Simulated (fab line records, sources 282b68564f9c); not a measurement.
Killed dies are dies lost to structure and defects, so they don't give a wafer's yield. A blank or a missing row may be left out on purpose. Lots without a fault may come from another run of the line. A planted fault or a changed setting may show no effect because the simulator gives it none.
Which tool did it? | flow rit_cmos | 7 lots, 21 wafers sampled, at 2 steps of a route of 202

WHAT THE GAUGES READ, wafer by wafer
RIT_SILICIDE_RS_MEAS_02: measures by four-point-probe.
lot  | measured    | on            | SILICIDE_TI_RS (ohm/sq)
L689 | day 3 17:03 | film_metro-03 | 44.8 44.2 45.4
L692 | day 4 08:13 | film_metro-03 | 43.5 44.6 44.0
L694 | day 4 17:53 | film_metro-02 | 45.2 45.2 44.6
L696 | day 5 04:37 | film_metro-02 | 44.7 44.5 44.6
L699 | day 5 18:18 | film_metro-01 | 43.3 44.1 43.9
L701 | day 6 06:08 | film_metro-01 | 44.0 44.3 44.3
L706 | day 7 10:46 | film_metro-03 | 70.1 69.3 71.3

WHICH TOOL RAN EACH LOT (tool, then ch and the chambers of the sampled wafers, then the start)
lot  | RIT_SILICIDE_SPUTTER_01
L689 | pvd_sputter-02, day 3 16:54
L692 | pvd_sputter-01, day 4 08:04
L694 | pvd_sputter-01, day 4 17:44
L696 | pvd_sputter-01, day 5 04:28
L699 | pvd_sputter-02, day 5 18:08
L701 | pvd_sputter-02, day 6 05:59
L706 | pvd_sputter-01, day 7 10:37
- RIT_SILICIDE_SPUTTER_01: material Ti, target thk 30 nm, time 240 s.

THE ANSWER, worked out from the rows above alone
Rule: what is usual is taken from the lots themselves. Put in order of their means at a reading, lots are off if they are a third of the lots or fewer, leave a main group of 4 or more, and stand apart from it by a gap of 3 or more times the standard deviation of the main group's means; of several such gaps the widest counts. A main group whose means are all the same, to the digits that the tables above print for the reading, isn't used. A lot without any number at a reading at which 4 lots or more have one is off too. The other lots that the step has rows for count as sound.
Off: L706, at RIT_SILICIDE_RS_MEAS_02 (SILICIDE_TI_RS). The main group: mean 44.4 ohm/sq, standard deviation 0.44.
A tool fits if, at a process step before that reading, it ran every lot that is off, and no sound lot after the first of them. The gauges at RIT_SILICIDE_RS_MEAS_02 are tried like those tools. Can't be told from this: 2 tools fit, pvd_sputter-01 at RIT_SILICIDE_SPUTTER_01, film_metro-03 at RIT_SILICIDE_RS_MEAS_02.

WHAT THE SIMULATOR HAD PUT IN
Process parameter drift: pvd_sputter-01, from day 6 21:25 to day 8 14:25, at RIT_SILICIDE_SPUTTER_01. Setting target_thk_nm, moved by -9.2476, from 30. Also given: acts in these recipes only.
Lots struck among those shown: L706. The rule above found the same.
